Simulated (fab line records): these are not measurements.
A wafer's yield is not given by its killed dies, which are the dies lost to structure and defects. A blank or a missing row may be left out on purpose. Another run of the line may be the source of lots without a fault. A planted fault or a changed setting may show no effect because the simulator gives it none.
One fault through the eyes of 2 desks :: flow rit cmos :: each desk holds nothing but its own numbers, with what lay behind them at the end

TOOL OWNER'S DESK, rie diel-04
The tool's own readings at RIT_CONTACT_ETCH_11 (etches SiO2 in CHF3/CF4/Ar, stops on TiSi2, target depth 480 nm, time 320 s): means of the sampled wafers that have a number, for each lot that ran on this tool. If a lot's mean is further than 4 standard deviations from the usual mean, the lot is out of limits and carries the mark OUT (the distance appears in the brackets).
Columns: A = drypump motor current A at RIT_CONTACT_ETCH_11, usual 5.9 A; B = oes product au at RIT_CONTACT_ETCH_11, usual 0.985 a.u.; C = throttle valve pct at RIT_CONTACT_ETCH_11, usual 8.88 %
lot: L765
first seen here: day 3 10:28
A: 5.9
B: 0.989
C: 8.84

lot: L771
first seen here: day 4 21:21
A: 5.9
B: 0.988
C: 8.84

lot: L772
first seen here: day 5 04:47
A: 5.9
B: 0.991
C: 8.84

lot: L774
first seen here: day 5 16:25
A: 5.4
B: 0.982
C: 8.92

lot: L779
first seen here: day 6 18:44
A: 5.5
B: 0.975
C: 8.97

lot: L780
first seen here: day 7 03:21
A: 6.0
B: 0.988
C: 8.89

lot: L781
first seen here: day 7 16:52
A: 5.9
B: 0.975
C: 9.02

lot: L786
first seen here: day 8 20:03
A: 5.5
B: 0.975
C: 8.98
This desk's finding: nothing out of limits on any of the 8 lots.

METROLOGY DESK
What the gauges read for every lot (on any tool): the sampled wafers with a number, averaged. If a lot's mean is further than 4 standard deviations from the usual mean, the lot is out of limits and carries the mark OUT (the distance appears in the brackets).
Columns: A = cd nm at RIT_M1_CD_MEAS_09, usual 2599.5 nm
lot: L764
first seen here: day 3 08:00
A: 2600.6

lot: L765
first seen here: day 3 12:41
A: 2603.8

lot: L770
first seen here: day 4 18:50
A: 2598.6

lot: L771
first seen here: day 4 23:35
A: 2600.1

lot: L772
first seen here: day 5 07:07
A: 2600.5

lot: L773
first seen here: day 5 12:11
A: 2598.1

lot: L774
first seen here: day 5 18:51
A: 2601.2

lot: L775
first seen here: day 5 21:04
A: 2600.5

lot: L776
first seen here: day 5 23:41
A: 2596.9

lot: L777
first seen here: day 6 06:16
A: 2598.1

lot: L779
first seen here: day 6 21:05
A: 2600.3

lot: L780
first seen here: day 7 05:34
A: 2599.6
This desk's finding: nothing out of limits on any of the 12 lots.

TAKEN TOGETHER
The desk of the tool owner found nothing out of limits.
Metrology desk: nothing out of limits seen.

WHAT THE SIMULATOR PUT IN
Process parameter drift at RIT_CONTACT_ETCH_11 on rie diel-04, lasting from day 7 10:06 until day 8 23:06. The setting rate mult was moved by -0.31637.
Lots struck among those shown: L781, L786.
